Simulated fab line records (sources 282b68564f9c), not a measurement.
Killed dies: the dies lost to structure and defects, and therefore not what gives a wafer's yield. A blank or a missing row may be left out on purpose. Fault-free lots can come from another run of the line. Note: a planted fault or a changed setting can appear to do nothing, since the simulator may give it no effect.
Which tool was responsible? || flow rit cmos || 14 lots with 42 wafers sampled at 2 steps, on a route of 202 steps

## WHAT THE GAUGES SHOWED, per wafer
RIT_GATE_THK_MEAS_07. Usual: GATE_OXIDE_THK typically reads 3.04 nm, with standard deviation 0.078.
{"lot": "L621", "measured": "day 2 09:53", "on": "film metro-01", "GATE_OXIDE_THK (nm)": "3.10 3.12 3.11", "flag": ""}
{"lot": "L622", "measured": "day 2 15:41", "on": "film metro-04", "GATE_OXIDE_THK (nm)": "3.05 3.01 2.97", "flag": ""}
{"lot": "L623", "measured": "day 2 22:52", "on": "film metro-03", "GATE_OXIDE_THK (nm)": "3.07 3.06 3.09", "flag": ""}
{"lot": "L625", "measured": "day 3 07:16", "on": "film metro-03", "GATE_OXIDE_THK (nm)": "3.12 3.08 3.06", "flag": ""}
{"lot": "L626", "measured": "day 3 12:02", "on": "film metro-04", "GATE_OXIDE_THK (nm)": "3.07 3.04 3.05", "flag": ""}
{"lot": "L627", "measured": "day 3 18:53", "on": "film metro-01", "GATE_OXIDE_THK (nm)": "3.07 3.06 3.06", "flag": ""}
{"lot": "L628", "measured": "day 4 01:34", "on": "film metro-03", "GATE_OXIDE_THK (nm)": "3.01 3.01 3.00", "flag": ""}
{"lot": "L629", "measured": "day 4 03:04", "on": "film metro-04", "GATE_OXIDE_THK (nm)": "3.03 3.02 3.00", "flag": ""}
{"lot": "L630", "measured": "day 4 06:24", "on": "film metro-04", "GATE_OXIDE_THK (nm)": "3.05 3.02 3.08", "flag": ""}
{"lot": "L631", "measured": "day 4 12:49", "on": "film metro-01", "GATE_OXIDE_THK (nm)": "2.97 3.09 2.97", "flag": ""}
{"lot": "L632", "measured": "day 4 20:19", "on": "film metro-04", "GATE_OXIDE_THK (nm)": "5.06 5.04 5.03", "flag": "OFF"}
{"lot": "L637", "measured": "day 5 23:38", "on": "film metro-04", "GATE_OXIDE_THK (nm)": "4.90 4.97 5.01", "flag": "OFF"}
{"lot": "L642", "measured": "day 6 19:02", "on": "film metro-03", "GATE_OXIDE_THK (nm)": "3.15 3.16 3.07", "flag": ""}
{"lot": "L643", "measured": "day 7 00:11", "on": "film metro-04", "GATE_OXIDE_THK (nm)": "3.16 3.09 3.12", "flag": ""}

## EACH LOT AND THE TOOL THAT RAN IT (in order: tool; ch and the chambers of the sampled wafers; start)
{"lot": "L621", "RIT_GATE_OXIDATION_05": "furnace-04 ch 0, day 2 08:32"}
{"lot": "L622", "RIT_GATE_OXIDATION_05": "furnace-04 ch 0, day 2 13:03"}
{"lot": "L623", "RIT_GATE_OXIDATION_05": "furnace-02 ch 0, day 2 18:58"}
{"lot": "L625", "RIT_GATE_OXIDATION_05": "furnace-04 ch 0, day 3 05:57"}
{"lot": "L626", "RIT_GATE_OXIDATION_05": "furnace-02 ch 0, day 3 10:42"}
{"lot": "L627", "RIT_GATE_OXIDATION_05": "furnace-02 ch 0, day 3 16:13"}
{"lot": "L628", "RIT_GATE_OXIDATION_05": "furnace-02 ch 0, day 4 00:14"}
{"lot": "L629", "RIT_GATE_OXIDATION_05": "furnace-04 ch 0, day 4 01:43"}
{"lot": "L630", "RIT_GATE_OXIDATION_05": "furnace-02 ch 0, day 4 05:03"}
{"lot": "L631", "RIT_GATE_OXIDATION_05": "furnace-02 ch 0, day 4 11:29"}
{"lot": "L632", "RIT_GATE_OXIDATION_05": "furnace-04 ch 0, day 4 16:43"}
{"lot": "L637", "RIT_GATE_OXIDATION_05": "furnace-04 ch 0, day 5 18:10"}
{"lot": "L642", "RIT_GATE_OXIDATION_05": "furnace-01 ch 0, day 6 17:41"}
{"lot": "L643", "RIT_GATE_OXIDATION_05": "furnace-02 ch 0, day 6 22:50"}
- RIT_GATE_OXIDATION_05: target thk 3 nm, ox time 270 s.

## AS READ BY THE TOOLS THEMSELVES (means over the sampled wafers that have a number; for cases with no such wafer, the mark the record gives instead)
RIT_GATE_OXIDATION_05. Usual: ox temp c max 903.2, standard deviation 0.85; zone power source pct 27.4 %, standard deviation 1.7.
{"lot": "L621", "tool": "furnace-04", "ox temp c max": 902.9, "zone power source pct (%)": 25.4, "flag": ""}
{"lot": "L622", "tool": "furnace-04", "ox temp c max": 901.6, "zone power source pct (%)": 25.7, "flag": ""}
{"lot": "L623", "tool": "furnace-02", "ox temp c max": 903.4, "zone power source pct (%)": 29.3, "flag": ""}
{"lot": "L625", "tool": "furnace-04", "ox temp c max": 902.6, "zone power source pct (%)": 25.5, "flag": ""}
{"lot": "L626", "tool": "furnace-02", "ox temp c max": 903.7, "zone power source pct (%)": 29.4, "flag": ""}
{"lot": "L627", "tool": "furnace-02", "ox temp c max": 904.3, "zone power source pct (%)": 29.4, "flag": ""}
{"lot": "L628", "tool": "furnace-02", "ox temp c max": 903.5, "zone power source pct (%)": 29.1, "flag": ""}
{"lot": "L629", "tool": "furnace-04", "ox temp c max": 903.1, "zone power source pct (%)": 25.7, "flag": ""}
{"lot": "L630", "tool": "furnace-02", "ox temp c max": 904.1, "zone power source pct (%)": 29.1, "flag": ""}
{"lot": "L631", "tool": "furnace-02", "ox temp c max": 903.5, "zone power source pct (%)": 29.2, "flag": ""}
{"lot": "L632", "tool": "furnace-04", "ox temp c max": 902.5, "zone power source pct (%)": 25.5, "flag": ""}
{"lot": "L637", "tool": "furnace-04", "ox temp c max": 902.3, "zone power source pct (%)": 25.5, "flag": ""}
{"lot": "L642", "tool": "furnace-01", "ox temp c max": 904.1, "zone power source pct (%)": 27.9, "flag": ""}
{"lot": "L643", "tool": "furnace-02", "ox temp c max": 902.6, "zone power source pct (%)": 29.3, "flag": ""}

## THE ANSWER, worked out from the rows above alone
Rule: a lot is off if the mean of its wafers that have a number lies more than 3 standard deviations from the usual mean. Also off: a lot with no number at a reading for which 4 or more lots have one. Any other lot the step has rows for is counted as sound. The gauges are gone through in route order, then the tools' own readings, and for those a lot's mean is taken as printed above. The first step at which some lot is off is used, and at that step the reading that is off furthest; a lot without a number counts as furthest.
Off: at RIT_GATE_THK_MEAS_07 (GATE_OXIDE_THK), L632, L637.
If a tool, at a process step before that reading, ran all the lots that are off and no sound lot after the first of them, it fits. Gauges at RIT_GATE_THK_MEAS_07: tried the same way as those tools. One candidate fits, namely furnace-04 at RIT_GATE_OXIDATION_05. A fault onset in the window from L629 (day 4 01:43, its last sound lot) to L632 (day 4 16:43, its first lot off) fits.

## WHAT THE SIMULATOR HAD INSERTED
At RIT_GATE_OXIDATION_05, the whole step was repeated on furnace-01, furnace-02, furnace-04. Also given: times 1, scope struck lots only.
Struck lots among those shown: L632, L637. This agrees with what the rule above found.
